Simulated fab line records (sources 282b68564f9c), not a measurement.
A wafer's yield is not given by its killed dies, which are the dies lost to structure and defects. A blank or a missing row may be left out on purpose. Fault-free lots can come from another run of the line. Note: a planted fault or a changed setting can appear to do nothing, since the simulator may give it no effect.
Struck lot and sound lot, side by side || flow rit_cmos || 15 steps out of a route of 202
Sound: the wafers L180.2, L180.4, L180.6. Struck: wafers L174.2, L174.3, L174.6. The cause is given at the end.
Each step with rows lists, per side, the tool, then ch with its chambers, then its first start. Under that, the readings that differ: sound wafers || struck wafers || difference of the means || sigmas: that difference in standard deviations of wafers without a fault.
alike: words and numbers the same on both sides, and readings whose means are apart by under 2 such deviations; not compared: readings that were withheld, readings missing a value for some wafer, numbers with overlapping values and no deviation given by the record, and bounds like >300 which may hide the same value.
A row with sigmas, a row that says differs or no value, or rows on one side alone: a step with any of these is where the two part. Numbers that don't overlap but have no deviation are shown without sigmas and don't part them. A reading missing from all wafers of one side parts the sides only when that side holds two or more wafers.

first, 1 step without rows for these wafers: RIT_PRETRO_DEVELOP_05 (develop time 68 s).
RIT_PRETRO_OVL_MEAS_06:
  sound on overlay-01, day 5 17:03; struck on overlay-01, day 4 10:13
{"reading": "PRETRO_OVL (nm)", "sound": "-0.6 -1.4 -1.7", "struck": "3.8 2.0 2.4", "difference": "+4.0", "sigmas": "+2"}
then, 2 steps without rows for these wafers: RIT_PRETRO_HARDBAKE_07 (time 120 s); RIT_PRETRO_IMPLANT_08.
RIT_PRETRO_STRIP_09: strips in O2, time 180 s.
  sound on plasma_asher-01 ch 0,1, day 5 17:29; struck on plasma_asher-01 ch 0,1, day 4 10:38
  alike: drypump_motor_current_A
  not compared: rf_hours_counter_h
RIT_PRETRO_TW_MEAS_10:
  sound on film_metro-04, day 5 17:40; struck on film_metro-03, day 4 10:50
  alike: PRETRO_TW
then, 5 steps without rows for these wafers: RIT_GATE_WET_ETCH_00 (etches SiO2 in BOE, target depth 56 nm, time 60 s); RIT_GATE_CLEAN_01 (cleans in SC1, time 600 s); RIT_GATE_CLEAN_02 (cleans in dHF, time 30 s); RIT_GATE_CLEAN_03 (cleans in SC2, time 600 s); RIT_GATE_CLEAN_04 (cleans in dHF, time 60 s).
RIT_FOX2_THK_MEAS_91:
  sound on film_metro-02, day 5 18:11; struck on film_metro-01, day 4 11:19
  alike: FIELD_OXIDE_LEFT_2_THK
RIT_GATE_OXIDATION_05: target thk 3 nm, ox time 270 s.
  sound on furnace-02 ch 0, day 5 18:35; struck on furnace-04 ch 0, day 4 11:22
{"reading": "spike_tc_centre_C (C)", "sound": "903.5 902.4 902.0", "struck": "900.1 901.3 899.2", "difference": -2.4, "sigmas": -2}
{"reading": "tube_center_temp_C (C)", "sound": "900.03 899.97 899.88", "struck": "895.02 895.01 895.07", "difference": -4.93, "sigmas": -58}
{"reading": "tube_center_temp_C_max", "sound": "902.6 902.7 901.7", "struck": "896.6 897.4 897.2", "difference": -5.3, "sigmas": -14}
{"reading": "model.SiO2_of_GATE_OXIDATION_05.thk_nm (nm)", "sound": "2.909 2.917 2.897", "struck": "2.813 2.83 2.871", "difference": -0.070, "sigmas": ""}
  alike: spike_tc_source_C
then, 1 step without rows for these wafers: RIT_GATE_ANNEAL_06 (time 600 s).
RIT_M1_PROBE_99:
  sound on prober-02, day 6 18:39; struck on prober-02, day 5 14:28
{"reading": "model.etest.pmos_0p3.r_on_ohm_um", "sound": "6060 6041 6176", "struck": "5879 5867 6010", "difference": -174, "sigmas": ""}
{"reading": "model.etest.nmos_narrow.drive_ua_um", "sound": "232.2 225.9 227", "struck": "242.9 237.3 241.7", "difference": "+12.3", "sigmas": ""}
{"reading": "model.etest.nmos_0p3.drive_ua_um", "sound": "230.3 232.4 232.2", "struck": "240.7 239.2 237.2", "difference": "+7.4", "sigmas": ""}
{"reading": "model.etest.pmos_0p15.drive_ua_um", "sound": "261.6 270.1 255.4", "struck": "280.3 275.9 279.7", "difference": "+16.3", "sigmas": ""}
{"reading": "model.etest.pmos_0p3.drive_ua_um", "sound": "105.9 107.1 105.4", "struck": "111.3 110.6 109.3", "difference": "+4.3", "sigmas": ""}
{"reading": "model.etest.pmos_narrow.drive_ua_um", "sound": "107.3 106.7 104.6", "struck": "112.8 112.1 111.4", "difference": "+5.9", "sigmas": ""}
  alike: killed_at_M0_to_M3, killed_at_contacts, killed_at_front_end, killed_dies, killed_on_rim, killed_open, killed_short
  not compared: model.etest.nmos_0p3.r_on_ohm_um, model.etest.nmos_0p15.swing_mv_dec

## WHERE THEY PART
At RIT_PRETRO_OVL_MEAS_06 first; at RIT_GATE_OXIDATION_05 last (within this record only). Later steps at which nothing parts them and some readings are alike: RIT_M1_PROBE_99.

WHY: what the simulator had put in
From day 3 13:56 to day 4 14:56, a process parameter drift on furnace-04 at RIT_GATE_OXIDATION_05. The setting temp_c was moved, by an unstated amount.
